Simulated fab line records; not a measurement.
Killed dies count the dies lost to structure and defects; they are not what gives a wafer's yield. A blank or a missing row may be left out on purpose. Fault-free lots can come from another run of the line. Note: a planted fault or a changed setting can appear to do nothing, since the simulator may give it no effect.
The tool behind it: which one? | flow berkeleyCmos170 | Sampling: 12 lots, 36 wafers, 4 of 331 route steps

== WHAT THE GAUGES READ, wafer by wafer ==
UCB170_START_THK_MEAS_03. Usual: for START_OXIDE_THK the level is 20.1 nm and the standard deviation is 0.4.
lot  | measured    | on           | START_OXIDE_THK (nm) | flag
L206 | day 1 14:35 | filmMetro-02 | 20.0 20.4 19.9       | 
L207 | day 1 20:56 | filmMetro-04 | 20.4 20.5 21.0       | 
L208 | day 2 01:56 | filmMetro-03 | 20.3 19.7 20.3       | 
L211 | day 2 16:30 | filmMetro-04 | 20.1 20.1 20.3       | 
L214 | day 3 07:58 | filmMetro-03 | 19.0 18.7 19.2       | 
L216 | day 3 16:30 | filmMetro-04 | 20.7 20.7 20.8       | 
L218 | day 4 02:56 | filmMetro-02 | 20.8 20.4 20.7       | 
L221 | day 4 18:08 | filmMetro-04 | 20.0 19.9 19.9       | 
L223 | day 5 04:17 | filmMetro-02 | 20.1 20.1 19.9       | 
L225 | day 5 15:11 | filmMetro-03 | 19.9 19.6 19.6       | 
L226 | day 5 19:43 | filmMetro-04 | 19.6 19.5 19.9       | 
L227 | day 6 01:39 | filmMetro-03 | 19.7 19.6 19.5       | 

UCB170_ACTIVE_THK_MEAS_03. Usual: for ACTIVE_OXIDE_THK the level is 26.4 nm and the standard deviation is 0.51.
lot  | measured    | on           | ACTIVE_OXIDE_THK (nm) | flag
L206 | day 3 20:25 | filmMetro-03 | 26.7 26.7 26.7        | 
L207 | day 4 04:23 | filmMetro-03 | 26.5 26.5 26.5        | 
L208 | day 4 15:17 | filmMetro-04 | 26.2 26.1 26.3        | 
L211 | day 5 07:11 | filmMetro-02 | 28.0 28.1 28.5        | OFF
L214 | day 5 19:11 | filmMetro-02 | 28.5 28.3 28.8        | OFF
L216 | day 6 04:22 | filmMetro-02 | 29.3 29.4 29.1        | OFF
L218 | day 6 16:30 | filmMetro-02 | 29.0 29.5 28.8        | OFF
L221 | day 7 12:10 | filmMetro-04 | 25.3 25.5 26.0        | 
L223 | day 7 21:16 | filmMetro-04 | 26.5 27.4 27.2        | 
L225 | day 8 03:59 | filmMetro-04 | 25.5 26.0 26.4        | 
L226 | day 8 09:56 | filmMetro-04 | 25.8 25.8 25.6        | 
L227 | day 8 09:56 | filmMetro-03 | 26.7 27.1 26.7        | 

UCB170_FIELD_THK_MEAS_90. Usual: for FIELD_OXIDE_LEFT_1_THK the level is 442 nm and the standard deviation is 8.8.
lot  | measured    | on           | FIELD_OXIDE_LEFT_1_THK (nm) | flag
L206 | day 4 17:40 | filmMetro-01 | 453 441 441                 | 
L207 | day 5 06:19 | filmMetro-03 | 458 446 448                 | 
L208 | day 5 20:23 | filmMetro-03 | 431 439 428                 | 
L211 | day 6 14:13 | filmMetro-04 | 450 454 452                 | 
L214 | day 7 01:28 | filmMetro-04 | 439 440 442                 | 
L216 | day 7 07:12 | filmMetro-01 | 437 444 447                 | 
L218 | day 7 13:25 | filmMetro-04 | 448 454 444                 | 
L221 | day 8 18:05 | filmMetro-03 | 438 452 446                 | 
L223 | day 8 23:05 | filmMetro-03 | 425 428 430                 | 
L225 | day 9 07:45 | filmMetro-04 | 446 460 439                 | 
L226 | day 9 14:42 | filmMetro-01 | 448 450 455                 | 
L227 | day 9 14:42 | filmMetro-04 | 443 445 445                 | 

UCB170_M2_THK_MEAS_03: measures by xrf. Usual: for M2_AL_THK the level is 925 nm and the standard deviation is 15.
lot  | measured     | on           | M2_AL_THK (nm) | flag
L206 | day 7 08:06  | filmMetro-03 | 906 915 909    | 
L207 | day 8 02:52  | filmMetro-01 | 910 889 921    | 
L208 | day 8 08:10  | filmMetro-03 | 901 921 918    | 
L211 | day 9 06:26  | filmMetro-04 | 935 924 926    | 
L214 | day 9 14:17  | filmMetro-03 | 913 913 924    | 
L216 | day 9 22:25  | filmMetro-01 | 905 938 904    | 
L218 | day 10 08:26 | filmMetro-01 | 888 892 897    | 
L221 | day 11 10:38 | filmMetro-04 | 943 938 944    | 
L223 | day 11 09:40 | filmMetro-01 | 940 953 935    | 
L225 | day 11 17:19 | filmMetro-03 | 933 917 942    | 
L226 | day 12 01:32 | filmMetro-04 | 932 921 926    | 
L227 | day 12 01:14 | filmMetro-01 | 925 898 906    | 

== WHICH TOOL RAN EACH LOT (tool, then ch and the chambers of the sampled wafers, then the start) ==
There is no process step in the record ahead of these readings.

== AS READ BY THE TOOLS THEMSELVES (means over the sampled wafers that have a number; for cases with no such wafer, the mark the record gives instead) ==
The record holds no such reading with a usual standard deviation.

== THE ANSWER, worked out from the rows above alone ==
Rule: a lot is off if the mean of its wafers that have a number lies more than 3 standard deviations from the usual mean. Also off: a lot with no number at a reading for which 4 or more lots have one. Where the step has rows for the other lots, those lots are counted as sound. Order of review: gauges by route order, followed by the tools' own readings, for which a lot's mean as printed above is used. The first step at which some lot is off is used, and at that step the reading that is off furthest; a lot without a number counts as furthest.
Off: at UCB170_ACTIVE_THK_MEAS_03 (ACTIVE_OXIDE_THK), L211, L214, L216, L218.
A tool fits if, at a process step before that reading, it ran every lot that is off, and no sound lot after the first of them. Gauges at UCB170_ACTIVE_THK_MEAS_03: tried the same way as those tools. One fits: UCB170_ACTIVE_THK_MEAS_03 on filmMetro-02. It ran no sound lot before its first lot that is off in this sample, so the start can't be narrowed down.

== WHAT THE SIMULATOR HAD PUT IN ==
Metrology matching offset: filmMetro-02, from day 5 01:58 on, at UCB170_ACTIVE_THK_MEAS_03. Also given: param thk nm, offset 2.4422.
Shown lots that were struck: L211, L214, L216, L218. The rule above found the same.
